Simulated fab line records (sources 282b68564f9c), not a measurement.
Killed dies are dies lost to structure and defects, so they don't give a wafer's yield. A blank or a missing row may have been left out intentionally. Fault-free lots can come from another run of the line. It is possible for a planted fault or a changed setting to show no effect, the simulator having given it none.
fab line records | flow rit_cmos
[record] lots = 14 | wafers = 42 | last_day = 7
route steps=202 shown NSD@139
lots untouched by any fault: they come from a run of this same line in which no faults occurred
start_h: start of the lot's first displayed wafer, in hours after the record's first day | wait_h: hours elapsed since this lot's preceding step | " same as the row above | L1.1+2: a single row standing in for several wafers | - no value, or no start given | * or withheld: withheld | < > ~ a bound
route shown NAME@n: NAME is a module with steps in the file, n the number in the route of the first one | usual: average and standard deviation across the fault-free wafers | same: alike in all rows | chamber/n: place in a boat | sites: each site's reading | _std_site: how widely they spread, as a standard deviation | _edge_site: mean of outer sites minus mean of inner sites | radius_mm: for every site, how far away it sits from the centre of the wafer | mask NAME#n: copy n | behind: the most recent tool/chamber to have shaped the wafer | hold: what put the lot on hold/how long, in hours/how the hold closed | device: whichever transistor did not switch (one of n, p or np) | end of line: tests of these same wafers at the route's end | a step with no rows: only its recipe | killed: dies lost to structure and defects at the first sort, not the wafer's yield | map: per-die view of a wafer (x killed, . not killed, _ where there is no die)
set.NAME: the run value of the setting; set.NAME@STEP: its run value at that earlier step | model.NAME: the simulator's own value behind a step, which no gauge read
the route's steps for a sample of lots (tables are steps, rows are wafers)
services: a tool's chamber out of use, with start hour (start_h, from the record's first day; less than 0 if before it), hours out, and reason
[[steps]]
[step RIT_NSD_IMPLANT_08]
[recipe] species = P | energy_kev = 25 | dose_cm2 = 1e+15 | tilt_deg = 7
[usual] beam_energy_keV = 25.001/0.0073 | beam_on_s = 10.00/0.21
lot.wafer | tool         | chamber | start_h | wait_h | beam_energy_keV | beam_on_s
L374.1    | implanter-01 | 0       | 47.03   | 0.1    | 25.009          | 9.99
L374.3    | "            | 0       | "       | "      | 25.011          | 10.21
L374.6    | "            | 0       | "       | "      | 25.009          | 9.88
L376.2    | implanter-01 | 0       | 58.94   | 0.1    | 25.001          | 9.88
L376.3    | "            | 0       | "       | "      | 24.997          | 9.71
L376.4    | "            | 0       | "       | "      | 24.999          | 9.93
L381.1    | implanter-04 | 0       | 81.74   | 0.1    | 25.001          | 9.90
L381.5    | "            | 0       | "       | "      | 25.006          | 9.77
L381.6    | "            | 0       | "       | "      | 24.998          | 9.96
L382.1    | implanter-02 | 0       | 87.89   | 0.1    | 25.003          | 9.89
L382.2    | "            | 0       | "       | "      | 24.999          | 10.28
L382.6    | "            | 0       | "       | "      | 24.997          | 10.21
L387.2    | implanter-02 | -       | 114.44  | 0.1    | -               | -
L387.4    | "            | -       | "       | "      | -               | -
L387.5    | "            | -       | "       | "      | -               | -
L388.1    | implanter-02 | -       | 119.52  | 0.1    | -               | -
L388.3    | "            | -       | "       | "      | -               | -
L388.6    | "            | -       | "       | "      | -               | -
L390.1    | implanter-01 | 0       | 128.24  | 0.1    | 24.995          | 10.31
L390.3    | "            | 0       | "       | "      | 25.000          | 9.69
L390.6    | "            | 0       | "       | "      | 25.008          | 9.93
L391.1    | implanter-02 | 0       | 133.76  | 0.1    | 24.995          | 10.13
L391.2    | "            | 0       | "       | "      | 24.995          | 10.06
L391.6    | "            | 0       | "       | "      | 24.986          | 10.21
L392.2    | implanter-02 | 0       | 137.58  | 0.1    | 25.014          | 10.19
L392.4    | "            | 0       | "       | "      | 24.998          | 9.82
L392.5    | "            | 0       | "       | "      | 25.014          | 10.19
L393.1    | implanter-02 | 0       | 143.34  | 0.1    | 25.003          | 10.09
L393.2    | "            | 0       | "       | "      | 25.003          | 10.16
L393.4    | "            | 0       | "       | "      | 25.011          | 10.36
L394.2    | implanter-01 | 0       | 147.75  | 0.1    | 25.005          | 10.03
L394.3    | "            | 0       | "       | "      | 25.006          | 9.90
L394.5    | "            | 0       | "       | "      | 24.992          | 10.22
L395.3    | implanter-01 | 0       | 153.35  | 0.1    | 24.991          | 10.19
L395.4    | "            | 0       | "       | "      | 24.995          | 9.77
L395.6    | "            | 0       | "       | "      | 24.995          | 9.77
L396.2    | implanter-01 | 0       | 158.09  | 0.1    | 25.008          | 10.24
L396.4    | "            | 0       | "       | "      | 25.004          | 9.91
L396.5    | "            | 0       | "       | "      | 24.990          | 9.97
L397.2    | implanter-02 | 0       | 162.55  | 0.1    | 25.000          | 10.23
L397.4    | "            | 0       | "       | "      | 24.994          | 9.53
L397.6    | "            | 0       | "       | "      | 25.007          | 9.81
[step RIT_NSD_TW_MEAS_10]
[usual] NSD_TW = 3135/14
lot.wafer | tool          | chamber | start_h | wait_h | NSD_TW
L374.1    | film_metro-01 | -       | 47.36   | 0.1    | 3154
L374.3    | "             | -       | "       | "      | 3136
L374.6    | "             | -       | "       | "      | 3136
L376.2    | film_metro-01 | -       | 59.25   | 0.1    | 3136
L376.3    | "             | -       | "       | "      | 3141
L376.4    | "             | -       | "       | "      | 3143
L381.1    | film_metro-03 | -       | 82.07   | 0.1    | 3130
L381.5    | "             | -       | "       | "      | 3137
L381.6    | "             | -       | "       | "      | 3139
L382.1    | film_metro-01 | -       | 88.21   | 0.1    | 3133
L382.2    | "             | -       | "       | "      | 3124
L382.6    | "             | -       | "       | "      | 3130
L387.2    | film_metro-03 | -       | 114.75  | 0.1    | 30
L387.4    | "             | -       | "       | "      | 30
L387.5    | "             | -       | "       | "      | 30
L388.1    | film_metro-01 | -       | 119.84  | 0.1    | 30
L388.3    | "             | -       | "       | "      | 30
L388.6    | "             | -       | "       | "      | 30
L390.1    | film_metro-01 | -       | 128.57  | 0.1    | 3135
L390.3    | "             | -       | "       | "      | 3142
L390.6    | "             | -       | "       | "      | 3124
L391.1    | film_metro-03 | -       | 134.09  | 0.1    | 3155
L391.2    | "             | -       | "       | "      | 3153
L391.6    | "             | -       | "       | "      | 3128
L392.2    | film_metro-04 | -       | 137.89  | 0.1    | 3135
L392.4    | "             | -       | "       | "      | 3148
L392.5    | "             | -       | "       | "      | 3123
L393.1    | film_metro-04 | -       | 143.66  | 0.1    | 3139
L393.2    | "             | -       | "       | "      | 3135
L393.4    | "             | -       | "       | "      | 3153
L394.2    | film_metro-04 | -       | 148.06  | 0.1    | 3111
L394.3    | "             | -       | "       | "      | 3123
L394.5    | "             | -       | "       | "      | 3128
L395.3    | film_metro-01 | -       | 153.65  | 0.1    | 3142
L395.4    | "             | -       | "       | "      | 3155
L395.6    | "             | -       | "       | "      | 3144
L396.2    | film_metro-03 | -       | 158.40  | 0.1    | 3136
L396.4    | "             | -       | "       | "      | 3148
L396.5    | "             | -       | "       | "      | 3133
L397.2    | film_metro-03 | -       | 162.86  | 0.1    | 3144
L397.4    | "             | -       | "       | "      | 3143
L397.6    | "             | -       | "       | "      | 3138
[step RIT_SDANNEAL_RS_MEAS_05]
[recipe] thk_meas_gauge = four-point-probe
[usual] NSD_RS = 84.51/0.3
lot.wafer | tool          | chamber | start_h | wait_h | NSD_RS[ohm/sq]
L374.1    | film_metro-03 | -       | 49.51   | 0.1    | 84.33
L374.3    | "             | -       | "       | "      | 84.49
L374.6    | "             | -       | "       | "      | 84.21
L376.2    | film_metro-03 | -       | 61.30   | 0.1    | 84.38
L376.3    | "             | -       | "       | "      | 84.41
L376.4    | "             | -       | "       | "      | 84.28
L381.1    | film_metro-01 | -       | 84.44   | 0.1    | 84.60
L381.5    | "             | -       | "       | "      | 84.61
L381.6    | "             | -       | "       | "      | 84.95
L382.1    | film_metro-04 | -       | 90.36   | 0.1    | 84.46
L382.2    | "             | -       | "       | "      | 84.99
L382.6    | "             | -       | "       | "      | 84.60
L387.2    | film_metro-03 | -       | 116.97  | 0.1    | 132.71
L387.4    | "             | -       | "       | "      | 132.83
L387.5    | "             | -       | "       | "      | 132.66
L388.1    | film_metro-01 | -       | 122.08  | 0.1    | 133.06
L388.3    | "             | -       | "       | "      | 132.75
L388.6    | "             | -       | "       | "      | 132.95
L390.1    | film_metro-01 | -       | 130.87  | 0.1    | 84.36
L390.3    | "             | -       | "       | "      | 84.72
L390.6    | "             | -       | "       | "      | 84.32
L391.1    | film_metro-03 | -       | 136.34  | 0.1    | 84.37
L391.2    | "             | -       | "       | "      | 84.39
L391.6    | "             | -       | "       | "      | 84.49
L392.2    | film_metro-04 | -       | 140.26  | 0.1    | 84.21
L392.4    | "             | -       | "       | "      | 84.43
L392.5    | "             | -       | "       | "      | 84.22
L393.1    | film_metro-03 | -       | 145.81  | 0.1    | 84.33
L393.2    | "             | -       | "       | "      | 84.15
L393.4    | "             | -       | "       | "      | 84.23
L394.2    | film_metro-03 | -       | 150.11  | 0.1    | 85.16
L394.3    | "             | -       | "       | "      | 85.16
L394.5    | "             | -       | "       | "      | 85.05
L395.3    | film_metro-04 | -       | 155.74  | 0.1    | 84.58
L395.4    | "             | -       | "       | "      | 84.59
L395.6    | "             | -       | "       | "      | 84.48
L396.2    | film_metro-03 | -       | 160.79  | 0.1    | 83.98
L396.4    | "             | -       | "       | "      | 84.06
L396.5    | "             | -       | "       | "      | 84.17
L397.2    | film_metro-01 | -       | 165.25  | 0.1    | 84.36
L397.4    | "             | -       | "       | "      | 84.43
L397.6    | "             | -       | "       | "      | 84.83
[[services]]
tool         | chamber | start_h | hours | kind
implanter-01 | -       | 24.38   | 2.4   | repair
implanter-02 | -       | 26.92   | 4.4   | repair
implanter-02 | -       | 44.78   | 2.9   | repair
implanter-01 | -       | 45.25   | 0.9   | repair
implanter-04 | -       | 46.65   | 1.8   | repair
implanter-02 | -       | 73.58   | 2.8   | pm
implanter-02 | -       | 127.50  | 3.1   | repair
implanter-02 | -       | 130.94  | 1.5   | repair
implanter-04 | -       | 133.25  | 5.1   | pm
[[key]]
[first_sign] step = RIT_NSD_IMPLANT_08 | reading = tool_record | direction = missing
[effect] step = RIT_NSD_TW_MEAS_10 | reading = NSD_TW | direction = down | sigmas = 99+ | usual = 3135 | struck = 30
[effect] step = RIT_SDANNEAL_RS_MEAS_05 | reading = NSD_RS | direction = up | sigmas = 99+ | usual = 84.51 | struck = 132.83
met_at RIT_NSD_IMPLANT_08
struck_lots L387,L388
later_rows_left_out L387.2,L387.4,L387.5,L388.1,L388.3,L388.6
sort_left_out L387.2,L387.4,L387.5,L388.1,L388.3,L388.6
tester_left_out L387,L388
onset_between 87.89 114.44
[fault] kind = skipped_step_whole | tool = implanter-02 | chamber = - | onset_h = 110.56 | steps = RIT_NSD_IMPLANT_08 | scope = struck_lots_only
// tester_left_out: of these lots the tester's yield and bins aren't shown, on N5 and GAA mostly nor the transistor test; their killed dies are dies lost to structure and defects alone, not to doping, threshold or leakage, so they don't give the yield
// sort_left_out: the simulated sort isn't trusted on such a fault, so these wafers' sort isn't shown, and their yield isn't known
// later_rows_left_out: the simulator's readings of these wafers behind a module that went badly wrong aren't trusted and aren't shown, but for the sort
